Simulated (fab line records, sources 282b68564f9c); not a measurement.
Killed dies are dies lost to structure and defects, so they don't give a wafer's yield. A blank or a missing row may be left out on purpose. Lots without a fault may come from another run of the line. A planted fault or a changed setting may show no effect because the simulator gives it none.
Which tool did it? | flow rit_cmos | 14 lots, 42 wafers sampled, at 1 step of a route of 202

WHAT THE GAUGES READ, wafer by wafer
The record holds no reading of a measuring or inspecting step that can be judged against a usual standard deviation.

WHICH TOOL RAN EACH LOT (tool, then ch and the chambers of the sampled wafers, then the start)
lot  | RIT_PWELL_HARDBAKE_07
L771 | litho_track-02 ch 0, day 1 23:22
L773 | litho_track-02 ch 0, day 2 08:53
L774 | litho_track-04 ch 0, day 2 14:52
L775 | litho_track-02 ch 0, day 2 19:09
L776 | litho_track-03 ch 0, day 3 02:10
L778 | litho_track-03 ch 0, day 3 12:12
L780 | litho_track-03 ch 0, day 3 21:14
L785 | litho_track-02 ch 0, day 4 23:31
L788 | litho_track-02 ch 0, day 5 13:02
L789 | litho_track-02 ch 0, day 5 17:44
L790 | litho_track-04 ch 0, day 5 22:52
L792 | litho_track-04 ch 0, day 6 07:29
L793 | litho_track-03 ch 0, day 6 13:41
L794 | litho_track-04 ch 0, day 6 17:27
- RIT_PWELL_HARDBAKE_07: time 120 s.

WHAT THE TOOLS THEMSELVES READ (means of the sampled wafers that have a number; where no wafer has one, the mark that the record gives instead)
RIT_PWELL_HARDBAKE_07.
lot  | tool           | heater_power_total_W (W) | plate_temp_C (C)
L771 | litho_track-02 | 51.96                    | 139.89
L773 | litho_track-02 | 52.03                    | 139.85
L774 | litho_track-04 | 51.94                    | 139.90
L775 | litho_track-02 | 52.05                    | 139.89
L776 | litho_track-03 | 51.99                    | 139.98
L778 | litho_track-03 | 49.29                    | 134.25
L780 | litho_track-03 | 49.24                    | 134.19
L785 | litho_track-02 | 52.08                    | 139.95
L788 | litho_track-02 | 52.00                    | 139.87
L789 | litho_track-02 | 52.05                    | 139.97
L790 | litho_track-04 | 51.99                    | 139.98
L792 | litho_track-04 | 52.02                    | 140.03
L793 | litho_track-03 | 52.07                    | 140.00
L794 | litho_track-04 | 52.02                    | 140.00

THE ANSWER, worked out from the rows above alone
Rule: what is usual is taken from the lots themselves. Put in order of their means at a reading, lots are off if they are a third of the lots or fewer, leave a main group of 4 or more, and stand apart from it by a gap of 3 or more times the standard deviation of the main group's means; of several such gaps the widest counts. A main group whose means are all the same, to the digits that the tables above print for the reading, isn't used. A lot without any number at a reading at which 4 lots or more have one is off too. The other lots that the step has rows for count as sound. The gauges are gone through in route order, then the tools' own readings, and for those a lot's mean is taken as printed above. The first step at which some lot is off is used, and at that step the reading that is off furthest; a lot without a number counts as furthest.
Off: L778, L780, at RIT_PWELL_HARDBAKE_07 (plate_temp_C). The main group: mean 139.94 C, standard deviation 0.057.
A tool fits if, at that step or a process step before it, it ran every lot that is off, and no sound lot after the first of them. None of those tried fits.

WHAT THE SIMULATOR HAD PUT IN
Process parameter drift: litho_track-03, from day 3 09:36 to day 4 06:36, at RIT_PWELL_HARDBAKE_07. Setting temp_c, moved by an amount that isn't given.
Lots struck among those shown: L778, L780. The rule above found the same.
